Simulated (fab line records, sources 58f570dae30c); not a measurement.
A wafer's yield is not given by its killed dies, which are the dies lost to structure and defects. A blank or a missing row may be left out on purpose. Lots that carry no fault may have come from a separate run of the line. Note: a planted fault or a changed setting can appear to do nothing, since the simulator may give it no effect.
Split-lot experiment + flow berkeley cmos170 + route with 331 steps; 5 lots, 23 wafers read

THE SPLIT
At UCB170_NLDD_IMPLANT_09, the setting dose cm2 was moved away from the recipe's 5e+13 on 9 of the 23 wafers read, by -6.9% to +2.8%. This setting was run at the recipe's value on the other wafers.

FROM THE SPLIT TO THE READING: what the file shows between them, 8 steps
- UCB170_NSD_PEB_04 (also split here: peb temp c)
- UCB170_NSD_DEVELOP_05: develop time 45 s
- UCB170_NSD_CD_MEAS_06: target cd 1200 nm
- UCB170_BACKSIDE_COAT_01: resist thk 900 nm (also split here: resist thk nm)
- UCB170_BACKSIDE_SOFTBAKE_02: time 60 s
- UCB170_BACKSIDE_STRIP_03: strips in O2
- UCB170_BACKSIDE_CLEAN_04: cleans in SPM, time 600 s
- UCB170_SDANNEAL_RTA_00: time 10 s

THE READING
NLDD_RS (ohm/sq), read at UCB170_SDANNEAL_RS_MEAS_05 with a four-point probe. Fault-free wafers of this fab line usually give 617.1 ohm/sq, standard deviation 1.4 ohm/sq.

| wafer  | tool, chamber at the split | dose cm2 as run | against the recipe | NLDD_RS, ohm/sq | against lot-mates on the recipe |
|--------|----------------------------|-----------------|--------------------|-----------------|---------------------------------|
| L077.1 | implanter-04, 0            | 4.67e+13        | -6.6%              | 633.3           | +15.0                           |
| L077.2 | implanter-04, 0            | 5e+13           | recipe             | 618.9           | -                               |
| L077.4 | implanter-04, 0            | 5e+13           | recipe             | 618.5           | -                               |
| L077.5 | implanter-04, 0            | 5e+13           | recipe             | 617.6           | -                               |
| L077.6 | implanter-04, 0            | 4.67e+13        | -6.6%              | 632.0           | +13.7                           |
| L079.1 | implanter-03, 0            | 5e+13           | recipe             | 617.2           | -                               |
| L079.3 | implanter-03, 0            | 5.138e+13       | +2.8%              | 611.7           | -5.0                            |
| L079.4 | implanter-03, 0            | 5e+13           | recipe             | 617.1           | -                               |
| L079.5 | implanter-03, 0            | 5.138e+13       | +2.8%              | 611.2           | -5.5                            |
| L079.6 | implanter-03, 0            | 5e+13           | recipe             | 615.7           | -                               |
| L078.1 | implanter-04, 0            | 4.656e+13       | -6.9%              | 635.3           | +16.3                           |
| L078.2 | implanter-04, 0            | 5e+13           | recipe             | 618.6           | -                               |
| L078.4 | implanter-04, 0            | 4.656e+13       | -6.9%              | 636.1           | +17.1                           |
| L078.5 | implanter-04, 0            | 5e+13           | recipe             | 619.4           | -                               |
| L078.6 | implanter-04, 0            | 4.656e+13       | -6.9%              | 634.9           | +15.9                           |
| L081.1 | implanter-03, 0            | 5e+13           | recipe             | 616.8           | -                               |
| L081.2 | implanter-03, 0            | 4.809e+13       | -3.8%              | 624.2           | +7.3                            |
| L081.3 | implanter-03, 0            | 5e+13           | recipe             | 617.6           | -                               |
| L081.4 | implanter-03, 0            | 5e+13           | recipe             | 616.2           | -                               |
| L081.5 | implanter-03, 0            | 4.809e+13       | -3.8%              | 625.5           | +8.6                            |
| L085.3 | implanter-04, 0            | 5e+13           | recipe             | 618.1           | -                               |
| L085.5 | implanter-04, 0            | 5e+13           | recipe             | 618.2           | -                               |
| L085.6 | implanter-04, 0            | 5e+13           | recipe             | 615.0           | -                               |

FIT RESULTS
A straight line over all 23 wafers: NLDD_RS changes by -2.41 ohm/sq for each +1% of dose cm2; r = -0.99; the points scatter about the line by 1.3 ohm/sq.
The same after taking each lot's own level away (the mean of its wafers on the recipe; 23 wafers): -2.24 ohm/sq for each +1%; r = -0.99; scatter 0.94 ohm/sq.
The reading moves by 15 ohm/sq for the largest change in dose cm2, on that fit.
Across the lots, their own levels run from 616.67 to 619.00 ohm/sq, a range of 1.7 times the standard deviation given above.
Consequently the slope shifts little with the lot-to-lot level, the two slopes agreeing.
Check: +15.4 ohm/sq against its lot-mates is what the line predicts for one of the wafers moved furthest among these (-6.9%) when that wafer is left out of the fit. It came out at +16.3 ohm/sq against them.

OTHER SPLITS APPLIED TO THESE WAFERS
Other splits were also applied to these wafers ahead of the reading. Each is held against what the fit with the lots' levels taken away leaves over:
| other split on the same wafers        | wafers away from the commonest value | r with NLDD_RS (lot level and that fit taken away) |
|---------------------------------------|--------------------------------------|----------------------------------------------------|
| UCB170_NWELL_IMPLANT_14 energy kev    | 7                                    | +0.17                                              |
| UCB170_ACTIVE_OXIDATION_02 temp c     | 18                                   | +0.05                                              |
| UCB170_ACTIVE_EXPOSE_10 dose mj       | 11                                   | +0.07                                              |
| UCB170_FIELD_OXIDATION_01 ox time s   | 18                                   | +0.18                                              |
| UCB170_SACOX_OXIDATION_01 ox time s   | 15                                   | +0.34                                              |
| UCB170_PLDD_EXPOSE_03 dose mj         | 8                                    | +0.04                                              |
| UCB170_NSD_PEB_04 peb temp c          | 7                                    | -0.13                                              |
| UCB170_BACKSIDE_COAT_01 resist thk nm | 11                                   | -0.07                                              |

FILE'S OWN FIT
NLDD_RS changes by -2.23 ohm/sq for each +1% of dose cm2, r = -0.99.
